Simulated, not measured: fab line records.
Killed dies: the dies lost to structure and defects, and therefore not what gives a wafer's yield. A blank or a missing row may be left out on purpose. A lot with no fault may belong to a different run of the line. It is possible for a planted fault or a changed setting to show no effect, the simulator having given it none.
8D (eight disciplines) problem report, filled in by code || flow rit_cmos || the parts of the form that need people (team, actions taken, sign-off) are left out

1. THE ISSUE
Wafers without a fault read 3999 sccm, standard deviation 11; o2_flow_sccm at RIT_PLDD_STRIP_09 reads a mean of 2004 sccm on 5 wafers belonging to 2 lots. That is -99 or more standard deviations from the usual mean.
The step: strips in O2, time 180 s.
The first sign was on wafer L740.2 at day 6 04:19, on plasma_asher-02. The record has a number at this step for 42 wafers belonging to 14 lots. Rule for "out", or "out of limits": more than 4 standard deviations from the usual mean. The other wafers with a number count as sound.

2. WHAT IT IS; WHAT IT IS NOT
{"question": "which readings at this step", "is": "o2_flow_sccm", "is not": "drypump_motor_current_A"}
{"question": "which lots", "is": "L740, L743", "is not": "L724, L726, L727, L728, L731, L732, L733, L734, L739, L744, L746, L747"}
{"question": "which wafers of those lots", "is": "L740.2, L740.5, L743.1, L743.3, L743.6", "is not": "L740.6"}
{"question": "read on which tools", "is": "plasma_asher-02", "is not": "plasma_asher-01, plasma_asher-04"}
{"question": "when", "is": "from day 6 04:19", "is not": "up to then (28 sound wafers); but 9 sound wafers of L744, L746, L747 came after"}

3. WHAT RULES OUT EACH SUSPECT
Counting: a tool at a process step up to the reading stays a suspect if it ran every lot that is out. Sound lots after the first of them don't rule it out here, since some wafers of a struck lot are sound.
- plasma_asher-02 at RIT_PLDD_STRIP_09 (strips in O2, time 180 s): kept. Ran every lot that is out, first one L740 (day 6 04:19); last sound lot up to then L733 (day 4 18:12). Out on those wafers are its own readings of o2_flow_sccm.
- At RIT_PLDD_STRIP_09 on plasma_asher-02, chamber 0 took the sound wafers of the same lots and chamber 1 took the wafers that are out.
After counting, what remains is plasma_asher-02 at RIT_PLDD_STRIP_09.

4. THE CAUSE (what the simulator had put in)
plasma_asher-02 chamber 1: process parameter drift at RIT_PLDD_STRIP_09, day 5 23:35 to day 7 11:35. The setting o2_flow_sccm was moved by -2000, starting from 4000. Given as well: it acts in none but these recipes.
Only this tool survived the counting.

5. THE CHAIN OF EFFECTS, in route order
One row per reading whose mean, taken over the struck wafers that have a number, lies over 3 standard deviations from the usual. Only readings for which the record gives a usual standard deviation are gone through. hours: the time from each lot's start at the first step in this table that gives one to its start at this step, as a median over the lots. sigmas: the change in usual standard deviations.
{"hours": 0, "step": "RIT_PLDD_STRIP_09", "reading": "o2_flow_sccm", "usual": "3999 sccm", "on struck wafers": 2004, "change": -1995, "sigmas": "-99 or more"}
Its process steps:
- RIT_PLDD_STRIP_09: strips in O2, time 180 s.

6. HOW IT WOULD HAVE BEEN CAUGHT EARLIER
First out-of-limits reading in this record: day 6 04:19, which is 5 hours after fault onset at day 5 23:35.
